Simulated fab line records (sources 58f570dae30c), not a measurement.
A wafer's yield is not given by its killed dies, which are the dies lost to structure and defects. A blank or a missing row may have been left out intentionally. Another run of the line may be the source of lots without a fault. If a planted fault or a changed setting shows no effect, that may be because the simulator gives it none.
Split-lot experiment	flow berkeley-cmos170	23 wafers read across 5 lots, on a route 331 steps long

== SPLIT DETAILS ==
At UCB170_M1_PEB_07, the setting peb-temp-c was moved away from the recipe's 130 C on 5 of the 23 wafers read, by -2.0% to +2.2%. The other wafers ran this setting at the recipe's value.

== FROM THE SPLIT TO THE READING: what the file shows between them, 5 steps ==
- UCB170_M1_DEVELOP_08: develop time 45 s
- UCB170_M1_CD_MEAS_09: target cd 700 nm
- UCB170_M1_ETCH_11: etches BARC in N2/H2
- UCB170_M1_METAL_ETCH_12: etches Al in Cl2/BCl3, stops on PSG, target depth 780 nm, time 130 s
- UCB170_M1_STRIP_13: strips in O2

== THE READING ==
cd-nm at UCB170_M1_CD_MEAS_90, given in nm (cd target 700 nm). On this fab line, fault-free wafers typically give 699.3 nm with a standard deviation of 2.4 nm.

wafer	tool, chamber at the split	peb-temp-c as run, C	against the recipe	cd-nm, nm	against lot-mates on the recipe
L074.1	litho-track-04, 0	130	recipe	701.7	-
L074.5	litho-track-04, 0	130	recipe	701.2	-
L074.6	litho-track-04, 0	130	recipe	702.8	-
L076.1	litho-track-01, 0	130	recipe	697.9	-
L076.2	litho-track-01, 0	132.9	+2.2%	678.4	-19.0
L076.3	litho-track-01, 0	130	recipe	696.9	-
L076.4	litho-track-01, 0	132.9	+2.2%	681.4	-16.0
L076.6	litho-track-01, 0	132.9	+2.2%	679.6	-17.8
L077.2	litho-track-02, 0	127.4	-2.0%	717.2	+21.0
L077.3	litho-track-02, 0	127.4	-2.0%	714.5	+18.3
L077.4	litho-track-02, 0	130	recipe	697.0	-
L077.5	litho-track-02, 0	130	recipe	692.8	-
L077.6	litho-track-02, 0	130	recipe	698.7	-
L081.1	litho-track-02, 0	130	recipe	703.0	-
L081.2	litho-track-02, 0	130	recipe	699.2	-
L081.3	litho-track-02, 0	130	recipe	697.3	-
L081.5	litho-track-02, 0	130	recipe	701.2	-
L081.6	litho-track-02, 0	130	recipe	696.6	-
L084.1	litho-track-02, 0	130	recipe	699.0	-
L084.3	litho-track-02, 0	130	recipe	700.9	-
L084.4	litho-track-02, 0	130	recipe	697.2	-
L084.5	litho-track-02, 0	130	recipe	700.2	-
L084.6	litho-track-02, 0	130	recipe	698.4	-

FIT RESULTS
A straight line over all 23 wafers: cd-nm changes by -8.54 nm for each +1% of peb-temp-c; r = -0.97; the points scatter about the line by 2.4 nm.
The same after taking each lot's own level away (the mean of its wafers on the recipe; 23 wafers): -8.62 nm for each +1%; r = -0.98; scatter 2 nm.
That fit puts the effect of the largest move of peb-temp-c on the reading at 19 nm.
Across the lots, their own levels run from 696.17 to 701.90 nm, a range of 2.4 times the standard deviation given above.
Hence the lot-to-lot level has little effect on the slope; both slopes agree.
Check: with one of the wafers moved furthest among these (+2.2%) left out of the fit, the line predicts -18.7 nm for it against its lot-mates. It came out at -19 nm against them.

== THESE WAFERS: OTHER SPLITS ==
Before the reading, these wafers also passed through other splits. Each is held against what the fit with the lots' levels taken away leaves over:
other split on the same wafers	wafers away from the commonest value	r with cd-nm (lot level and that fit taken away)
UCB170_SPACER_CVD_00 time-s	7	+0.10
UCB170_BACKSIDE_COAT_01 resist-thk-nm	5	-0.03
UCB170_SILICIDE_SPUTTER_01 power-w	6	-0.15

== THE WHOLE CHAIN: every reading that the file lists as answering this split, in the file's order ==
step	what it does	reading	change (the file's fit)	r (the file's)
UCB170_M1_CD_MEAS_09	target cd 700 nm	cd-nm	-8.59 nm for each +1% of the setting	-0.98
UCB170_M1_ETCH_11	etches BARC in N2/H2	M1.cd-nm (the simulator's own value, which no gauge read)	-8.62 nm for each +1% of the setting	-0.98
UCB170_M1_METAL_ETCH_12	etches Al in Cl2/BCl3, stops on PSG, target depth 780 nm, time 130 s	M1.cd-nm (the simulator's own value, which no gauge read)	-8.78 nm for each +1% of the setting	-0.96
UCB170_M1_CD_MEAS_90	target cd 700 nm	cd-nm	-8.75 nm for each +1% of the setting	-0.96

== THE FILE'S OWN FIT ==
cd-nm changes by -8.75 nm for each +1% of peb-temp-c, r = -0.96.
